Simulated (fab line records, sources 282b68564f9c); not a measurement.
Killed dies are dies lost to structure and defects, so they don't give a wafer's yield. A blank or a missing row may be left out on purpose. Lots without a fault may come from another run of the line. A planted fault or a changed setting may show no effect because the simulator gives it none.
Split-lot experiment | flow rit_cmos | 5 lots, 23 wafers read, on a route of 202 steps

THE SPLIT
At RIT_CONTACT_DEVELOP_07 (develop time 120 s), the setting develop_time_s was moved away from the recipe's 120 s on 9 of the 23 wafers read, by -14.5% to +4.4%. The other wafers ran this setting at the recipe's value.

FROM THE SPLIT TO THE READING: what the file shows between them, 4 steps
- RIT_CONTACT_CD_MEAS_08: target cd 1000 nm
- RIT_CONTACT_HARDBAKE_10: time 60 s
- RIT_CONTACT_ETCH_11: etches SiO2 in CHF3/CF4/Ar, stops on TiSi2, target depth 480 nm, time 320 s
- RIT_CONTACT_STRIP_12: strips in O2, time 180 s

THE READING
cd_nm, in nm, at RIT_CONTACT_CD_MEAS_90 (target cd 1000 nm). Fault-free wafers of this fab line usually give 1000.6 nm, standard deviation 3 nm.

wafer  | tool, chamber at the split | develop_time_s as run, s | against the recipe | cd_nm, nm | against lot-mates on the recipe
L074.1 | litho_track-01, 0          | 120                      | recipe             | 999.8     | -
L074.4 | litho_track-01, 0          | 120                      | recipe             | 998.9     | -
L074.5 | litho_track-01, 0          | 120                      | recipe             | 998.3     | -
L076.1 | litho_track-01, 0          | 120                      | recipe             | 995.9     | -
L076.2 | litho_track-01, 0          | 102.6                    | -14.5%             | 981.2     | -16.1
L076.4 | litho_track-01, 0          | 102.6                    | -14.5%             | 985.6     | -11.7
L076.5 | litho_track-01, 0          | 102.6                    | -14.5%             | 982.3     | -15.0
L076.6 | litho_track-01, 0          | 120                      | recipe             | 998.7     | -
L077.1 | litho_track-04, 0          | 120                      | recipe             | 1005.2    | -
L077.3 | litho_track-04, 0          | 120                      | recipe             | 1005.9    | -
L077.4 | litho_track-04, 0          | 120                      | recipe             | 1001.2    | -
L077.5 | litho_track-04, 0          | 120                      | recipe             | 1001.2    | -
L077.6 | litho_track-04, 0          | 120                      | recipe             | 1003.4    | -
L081.1 | litho_track-01, 0          | 107.4                    | -10.5%             | 991.9     | -11.6
L081.2 | litho_track-01, 0          | 107.4                    | -10.5%             | 991.1     | -12.4
L081.4 | litho_track-01, 0          | 107.4                    | -10.5%             | 997.0     | -6.5
L081.5 | litho_track-01, 0          | 120                      | recipe             | 1005.2    | -
L081.6 | litho_track-01, 0          | 120                      | recipe             | 1001.8    | -
L083.1 | litho_track-03, 0          | 125.3                    | +4.4%              | 997.7     | +4.5
L083.3 | litho_track-03, 0          | 120                      | recipe             | 992.1     | -
L083.4 | litho_track-03, 0          | 125.3                    | +4.4%              | 996.9     | +3.6
L083.5 | litho_track-03, 0          | 125.3                    | +4.4%              | 993.8     | +0.5
L083.6 | litho_track-03, 0          | 120                      | recipe             | 994.4     | -

THE FIT
A straight line over all 23 wafers: cd_nm changes by +0.797 nm for each +1% of develop_time_s; r = +0.73; the points scatter about the line by 4.8 nm.
The same after taking each lot's own level away (the mean of its wafers on the recipe; 23 wafers): +0.943 nm for each +1%; r = +0.95; scatter 1.9 nm.
On that fit, the largest move of develop_time_s shifts the reading by 14 nm.
The lots' own levels span 993.25 to 1003.50 nm, that is 3.4 times the standard deviation above.
So the lot-to-lot level blurs the effect unless lot-mates are compared.
Check: with one of the wafers moved furthest among these (-14.5%) left out of the fit, the line predicts -13.4 nm for it against its lot-mates. It came out at -16.1 nm against them.

OTHER SPLITS ON THESE WAFERS
These wafers also went through other splits before the reading. Each is held against what the fit with the lots' levels taken away leaves over:
other split on the same wafers    | wafers away from the commonest value | r with cd_nm (lot level and that fit taken away)
RIT_PLDD_IMPLANT_08 energy_kev    | 7                                    | +0.04
RIT_SPACER_ETCHBACK_05 time_s     | 7                                    | +0.33
RIT_PSD_IMPLANT_08 energy_kev     | 7                                    | -0.21
RIT_CONTACT_COAT_03 resist_thk_nm | 10                                   | -0.63

THE WHOLE CHAIN: every reading that the file lists as answering this split, in the file's order
step                   | what it does                                                                | reading                                                        | change (the file's fit)               | r (the file's)
RIT_CONTACT_CD_MEAS_08 | target cd 1000 nm                                                           | cd_nm                                                          | +0.956 nm for each +1% of the setting | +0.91
RIT_CONTACT_ETCH_11    | etches SiO2 in CHF3/CF4/Ar, stops on TiSi2, target depth 480 nm, time 320 s | CONTACT.cd_nm (the simulator's own value, which no gauge read) | +0.952 nm for each +1% of the setting | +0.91
RIT_CONTACT_CD_MEAS_90 | target cd 1000 nm                                                           | cd_nm                                                          | +0.961 nm for each +1% of the setting | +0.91

THE FILE'S OWN FIT
cd_nm changes by +0.961 nm for each +1% of develop_time_s, r = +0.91.
